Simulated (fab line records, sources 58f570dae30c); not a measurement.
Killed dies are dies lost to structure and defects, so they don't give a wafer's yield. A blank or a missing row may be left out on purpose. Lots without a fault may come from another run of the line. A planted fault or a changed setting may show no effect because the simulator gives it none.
A struck lot beside a sound one | flow berkeley_cmos170 | 11 steps out of a route of 331
Sound: wafers L344.1, L344.2, L344.3. Struck: wafers L346.2, L346.5, L346.6. The cause comes at the end.
At each step with rows: each side's tool, then ch and its chambers, then its first start. Under that, the readings that differ: sound wafers | struck wafers | difference of the means | sigmas: that difference in standard deviations of wafers without a fault.
alike: readings whose means differ by less than 2 such deviations, and words and numbers that are the same on both sides. not compared: withheld readings, readings that some wafer has no value for, bounds like >300 that may hide the same value, and numbers for which the record gives no deviation and whose values overlap.
The two part at a step that has a row with sigmas, a row that says differs or no value, or rows on one side only. Numbers that don't overlap but have no deviation are shown without sigmas and don't part them. A reading that every wafer of one side lacks parts them only if that side has two wafers or more.

UCB170_START_BOW_MEAS_00:
  sound on film_metro-02, day 4 08:00; struck on film_metro-03, day 4 18:01
  alike: INCOMING_BOW
then, 2 steps without rows for these wafers: UCB170_START_CLEAN_01 (cleans in dHF, time 60 s); UCB170_START_OXIDATION_02 (target thk 20 nm, ox time 1800 s).
UCB170_START_THK_MEAS_03:
  sound on film_metro-03, day 4 12:01; struck on film_metro-02, day 4 22:46
  alike: START_OXIDE_THK
then, 5 steps without rows for these wafers: UCB170_START_ANNEAL_04 (time 1200 s); UCB170_ZERO_HMDS_00 (prime time 60 s); UCB170_ZERO_COAT_01 (resist thk 900 nm); UCB170_ZERO_SOFTBAKE_02 (time 60 s); UCB170_ZERO_EXPOSE_03 (exposes mask PM MARKS, target cd 4000 nm).
UCB170_ZERO_PEB_04:
  sound on litho_track-02 ch 0, day 4 17:00; struck on litho_track-04, day 5 02:48
  no value came back on the struck wafers for chill_plate_temp_C (C), exhaust_pa (Pa); on the sound wafers chill_plate_temp_C (C) reads 22.95 23.02 22.93
then, 1 step without rows for these wafers: UCB170_ZERO_DEVELOP_05 (develop time 45 s).

WHERE THEY PART
Only at UCB170_ZERO_PEB_04, within this record.

WHY: what the simulator had put in
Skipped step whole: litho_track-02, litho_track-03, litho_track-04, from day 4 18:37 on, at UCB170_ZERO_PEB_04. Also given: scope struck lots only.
